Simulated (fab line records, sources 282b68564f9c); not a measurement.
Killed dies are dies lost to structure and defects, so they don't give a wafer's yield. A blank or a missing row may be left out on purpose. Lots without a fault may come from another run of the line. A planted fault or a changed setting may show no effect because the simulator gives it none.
Which tool did it? | flow rit_cmos | 13 lots, 39 wafers sampled, at 5 steps of a route of 202

WHAT THE GAUGES READ, wafer by wafer
RIT_ACTIVE_THK_MEAS_02.
lot  | measured    | on            | ACTIVE_OXIDE_THK (nm)
L396 | day 1 13:05 | film_metro-02 | 46.2 46.3 45.6
L397 | day 1 17:07 | film_metro-02 | 46.2 46.5 46.5
L398 | day 2 00:08 | film_metro-02 | 47.7 47.9 47.4
L399 | day 2 03:04 | film_metro-04 | 46.0 46.2 45.8
L401 | day 2 15:30 | film_metro-04 | 47.0 47.4 46.6
L408 | day 4 01:07 | film_metro-02 | 47.9 47.7 47.8
L409 | day 4 06:04 | film_metro-04 | 47.6 48.0 48.1
L412 | day 4 20:05 | film_metro-01 | 47.9 49.2 48.6
L413 | day 5 01:05 | film_metro-04 | 46.9 47.5 46.6
L414 | day 5 06:41 | film_metro-01 | 47.1 46.3 46.3
L417 | day 5 22:13 | film_metro-04 | 46.8 46.3 47.4
L418 | day 6 02:05 | film_metro-01 | 48.7 47.2 47.2
L419 | day 6 09:05 | film_metro-02 | 48.5 48.4 47.5

RIT_ACTIVE_THK_MEAS_04.
lot  | measured    | on            | ACTIVE_NITRIDE_THK (nm)
L396 | day 1 14:33 | film_metro-04 | 151.2 150.9 150.4
L397 | day 1 18:35 | film_metro-04 | 151.2 151.0 150.6
L398 | day 2 01:49 | film_metro-04 | 150.9 150.8 149.7
L399 | day 2 04:33 | film_metro-02 | 151.2 150.9 150.8
L401 | day 2 16:59 | film_metro-01 | 150.4 151.4 150.7
L408 | day 4 02:58 | film_metro-01 | 220.6 221.1 220.7 220.6 220.9 220.7
L409 | day 4 08:14 | film_metro-04 | 151.4 149.4 150.2
L412 | day 4 22:28 | film_metro-04 | 148.3 146.9 147.7
L413 | day 5 02:34 | film_metro-04 | 148.2 146.6 147.8
L414 | day 5 08:10 | film_metro-04 | 149.5 148.2 148.3
L417 | day 5 23:41 | film_metro-01 | 148.8 148.3 148.1
L418 | day 6 03:34 | film_metro-04 | 148.5 149.8 148.9
L419 | day 6 10:34 | film_metro-02 | 149.8 150.7 149.5

RIT_GATE_THK_MEAS_09.
lot  | measured    | on            | GATE_POLY_THK (nm)
L396 | day 2 19:02 | film_metro-04 | 256.3 254.4 255.6
L397 | day 3 02:14 | film_metro-02 | 249.9 249.0 247.8
L398 | day 3 06:19 | film_metro-03 | 247.7 248.8 248.8
L399 | day 3 10:35 | film_metro-03 | 252.6 251.9 253.4
L401 | day 3 22:18 | film_metro-03 | 249.2 244.1 248.3
L409 | day 5 09:55 | film_metro-04 | 251.9 251.5 253.6
L412 | day 6 00:17 | film_metro-03 | 254.0 252.9 253.8
L413 | day 6 01:55 | film_metro-02 | 251.9 251.6 252.9
L414 | day 6 12:58 | film_metro-03 | 250.8 249.9 250.4
L417 | day 7 04:32 | film_metro-02 | 251.6 248.2 248.5
L418 | day 7 04:34 | film_metro-03 | 250.9 249.0 250.4
L419 | day 7 21:30 | film_metro-04 | 251.7 252.5 249.4

WHICH TOOL RAN EACH LOT (tool, then ch and the chambers of the sampled wafers, then the start)
lot  | RIT_ACTIVE_CVD_03          | RIT_PRETRO_STRIP_09
L396 | lpcvd-01 ch 0, day 1 13:08 | plasma_asher-04 ch 0, day 2 08:01
L397 | lpcvd-01 ch 0, day 1 17:11 | plasma_asher-04 ch 0,1, day 2 14:24
L398 | lpcvd-01 ch 0, day 2 00:23 | plasma_asher-04 ch 0,1, day 2 23:47
L399 | lpcvd-01 ch 0, day 2 03:07 | plasma_asher-02 ch 0,1, day 3 05:13
L401 | lpcvd-01 ch 1, day 2 15:33 | plasma_asher-04 ch 0,1, day 3 16:55
L408 | lpcvd-01 ch 0, day 4 01:33 | -
L409 | lpcvd-02 ch 0, day 4 06:07 | plasma_asher-02 ch 0,1, day 5 06:13
L412 | lpcvd-02 ch 0, day 4 21:02 | plasma_asher-01 ch 0,1, day 5 19:50
L413 | lpcvd-02 ch 0, day 5 01:07 | plasma_asher-01 ch 0,1, day 5 21:33
L414 | lpcvd-02 ch 1, day 5 06:45 | plasma_asher-04 ch 0,1, day 6 06:02
L417 | lpcvd-02 ch 1, day 5 22:16 | plasma_asher-02 ch 1, day 6 20:00
L418 | lpcvd-02 ch 1, day 6 02:07 | plasma_asher-04 ch 0,1, day 6 23:09
L419 | lpcvd-02 ch 0, day 6 09:08 | plasma_asher-04 ch 0,1, day 7 05:50
- RIT_ACTIVE_CVD_03: deposits Si3N4 from SiH2Cl2/NH3, target thk 150 nm, time 1500 s.
- RIT_PRETRO_STRIP_09: strips in O2, time 180 s.

WHAT THE TOOLS THEMSELVES READ (means of the sampled wafers that have a number; where no wafer has one, the mark that the record gives instead)
RIT_ACTIVE_CVD_03.
lot  | tool     | spike_tc_load_C (C) | zone_power_centre_pct (%)
L396 | lpcvd-01 | 833.8               | 38.6
L397 | lpcvd-01 | 832.2               | 38.9
L398 | lpcvd-01 | 833.5               | 38.4
L399 | lpcvd-01 | 834.0               | 38.6
L401 | lpcvd-01 | 836.5               | 34.5
L408 | lpcvd-01 | 833.8               | 38.6
L409 | lpcvd-02 | 834.4               | 40.7
L412 | lpcvd-02 | 833.1               | 41.0
L413 | lpcvd-02 | 833.9               | 40.8
L414 | lpcvd-02 | 831.8               | 35.7
L417 | lpcvd-02 | 831.5               | 36.0
L418 | lpcvd-02 | 830.5               | 35.9
L419 | lpcvd-02 | 832.8               | 40.9

RIT_PRETRO_STRIP_09.
lot  | tool            | drypump_motor_current_A (A)
L396 | plasma_asher-04 | 6.3
L397 | plasma_asher-04 | 6.1
L398 | plasma_asher-04 | 6.2
L399 | plasma_asher-02 | 5.5
L401 | plasma_asher-04 | 6.1
L409 | plasma_asher-02 | 5.4
L412 | plasma_asher-01 | 5.8
L413 | plasma_asher-01 | 5.9
L414 | plasma_asher-04 | 6.1
L417 | plasma_asher-02 | 4.9
L418 | plasma_asher-04 | 6.2
L419 | plasma_asher-04 | 6.1

THE ANSWER, worked out from the rows above alone
Rule: what is usual is taken from the lots themselves. Put in order of their means at a reading, lots are off if they are a third of the lots or fewer, leave a main group of 4 or more, and stand apart from it by a gap of 3 or more times the standard deviation of the main group's means; of several such gaps the widest counts. A main group whose means are all the same, to the digits that the tables above print for the reading, isn't used. A lot without any number at a reading at which 4 lots or more have one is off too. The other lots that the step has rows for count as sound. The gauges are gone through in route order, then the tools' own readings, and for those a lot's mean is taken as printed above. The first step at which some lot is off is used, and at that step the reading that is off furthest; a lot without a number counts as furthest.
Off: L408, at RIT_ACTIVE_THK_MEAS_04 (ACTIVE_NITRIDE_THK). The main group: mean 149.6 nm, standard deviation 1.3.
A tool fits if, at a process step before that reading, it ran every lot that is off, and no sound lot after the first of them. The gauges at RIT_ACTIVE_THK_MEAS_04 are tried like those tools. One fits: lpcvd-01 at RIT_ACTIVE_CVD_03. Its last sound lot is L401 (day 2 15:33), its first lot that is off L408 (day 4 01:33): a fault that began between those two fits.

WHAT THE SIMULATOR HAD PUT IN
Process parameter drift: lpcvd-01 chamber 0, from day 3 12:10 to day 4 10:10, at RIT_ACTIVE_CVD_03. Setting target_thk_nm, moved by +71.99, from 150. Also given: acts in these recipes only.
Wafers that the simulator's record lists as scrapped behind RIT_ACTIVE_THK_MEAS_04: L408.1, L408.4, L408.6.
Lots struck among those shown: L408. The rule above found the same.
